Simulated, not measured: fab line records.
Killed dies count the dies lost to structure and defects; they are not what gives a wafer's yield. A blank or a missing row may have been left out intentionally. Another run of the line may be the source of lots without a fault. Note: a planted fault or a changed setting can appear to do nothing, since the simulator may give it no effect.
Lot-split experiment | flow berkeley cmos170 | 23 wafers read across 5 lots, on a route 331 steps long

SPLIT DETAILS
At UCB170_ACTIVE_EXPOSE_10 (exposes mask ACTIVE, target cd 1200 nm), the setting dose mj was moved away from the recipe's 20 on 5 of the 23 wafers read, by +2.2% to +5.6%. All remaining wafers had this setting at the recipe value.

FROM THE SPLIT TO THE READING: what the file shows between them, 5 steps
- UCB170_ACTIVE_PEB_11
- UCB170_ACTIVE_DEVELOP_12: develop time 45 s
- UCB170_ACTIVE_CD_MEAS_13: target cd 1200 nm
- UCB170_ACTIVE_ETCH_15: etches Si3N4 in CH3F/Ar/O2, stops on SiO2, target depth 242 nm, time 151 s
- UCB170_ACTIVE_STRIP_16: strips in O2

THE READING
At UCB170_ACTIVE_CD_MEAS_90: cd nm in nanometres, against a target cd of 1200 nm. Typical for fault-free wafers on this fab line: 1199.9 nm, with standard deviation 1.2 nm.

wafer  | tool, chamber at the split | dose mj as run | against the recipe | cd nm, nm | against lot-mates on the recipe
L074.1 | krf scanner-01, 0          | 20             | recipe             | 1200.2    | -
L074.2 | krf scanner-01, 0          | 20             | recipe             | 1200.3    | -
L074.4 | krf scanner-01, 0          | 20             | recipe             | 1200.5    | -
L074.5 | krf scanner-01, 0          | 20             | recipe             | 1200.1    | -
L074.6 | krf scanner-01, 0          | 20             | recipe             | 1200.8    | -
L075.2 | krf scanner-02, 0          | 20             | recipe             | 1200.7    | -
L075.3 | krf scanner-02, 0          | 20.45          | +2.2%              | 1197.4    | -3.2
L075.4 | krf scanner-02, 0          | 20             | recipe             | 1200.9    | -
L075.5 | krf scanner-02, 0          | 20.45          | +2.2%              | 1195.6    | -5.0
L075.6 | krf scanner-02, 0          | 20             | recipe             | 1200.2    | -
L078.2 | krf scanner-01, 0          | 20             | recipe             | 1202.2    | -
L078.3 | krf scanner-01, 0          | 20             | recipe             | 1201.3    | -
L078.4 | krf scanner-01, 0          | 20             | recipe             | 1201.7    | -
L078.5 | krf scanner-01, 0          | 20             | recipe             | 1203.6    | -
L078.6 | krf scanner-01, 0          | 20             | recipe             | 1202.9    | -
L079.1 | krf scanner-01, 0          | 20             | recipe             | 1201.5    | -
L079.2 | krf scanner-01, 0          | 20             | recipe             | 1200.5    | -
L079.3 | krf scanner-01, 0          | 20             | recipe             | 1200.9    | -
L084.1 | krf scanner-01, 0          | 20             | recipe             | 1201.1    | -
L084.3 | krf scanner-01, 0          | 21.12          | +5.6%              | 1190.7    | -9.5
L084.4 | krf scanner-01, 0          | 21.12          | +5.6%              | 1190.4    | -9.8
L084.5 | krf scanner-01, 0          | 20             | recipe             | 1199.2    | -
L084.6 | krf scanner-01, 0          | 21.12          | +5.6%              | 1190.9    | -9.2

FIT RESULTS
A straight line over all 23 wafers: cd nm changes by -1.86 nm for each +1% of dose mj; r = -0.97; the points scatter about the line by 1 nm.
The same after taking each lot's own level away (the mean of its wafers on the recipe; 23 wafers): -1.7 nm for each +1%; r = -0.98; scatter 0.62 nm.
Per that fit: largest dose mj move, reading shift of 9.5 nm.
From 1200.15 to 1202.34 nm: that is the span of the lots' own levels, equal to 1.8 times the standard deviation above.
Consequently the slope shifts little with the lot-to-lot level, the two slopes agreeing.
Check: -9.59 nm against its lot-mates is what the line predicts for one of the wafers moved furthest among these (+5.6%) when that wafer is left out of the fit. It came out at -9.45 nm against them.

ADDITIONAL SPLITS CARRIED BY THESE WAFERS
Other splits were also applied to these wafers ahead of the reading. Each is held against what the fit with the lots' levels taken away leaves over:
other split on the same wafers    | wafers away from the commonest value | r with cd nm (lot level and that fit taken away)
UCB170_ACTIVE_OXIDATION_02 temp c | 15                                   | -0.01

THE WHOLE CHAIN: every reading that the file lists as answering this split, in the file's order
step                     | what it does                                                               | reading                                                       | change (the file's fit)              | r (the file's)
UCB170_ACTIVE_CD_MEAS_13 | target cd 1200 nm                                                          | cd nm                                                         | -1.73 nm for each +1% of the setting | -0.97
UCB170_ACTIVE_ETCH_15    | etches Si3N4 in CH3F/Ar/O2, stops on SiO2, target depth 242 nm, time 151 s | ACTIVE.cd nm (the simulator's own value, which no gauge read) | -1.75 nm for each +1% of the setting | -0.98
UCB170_ACTIVE_CD_MEAS_90 | target cd 1200 nm                                                          | cd nm                                                         | -1.7 nm for each +1% of the setting  | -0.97

THE FILE'S OWN FIT
cd nm changes by -1.7 nm for each +1% of dose mj, r = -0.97.
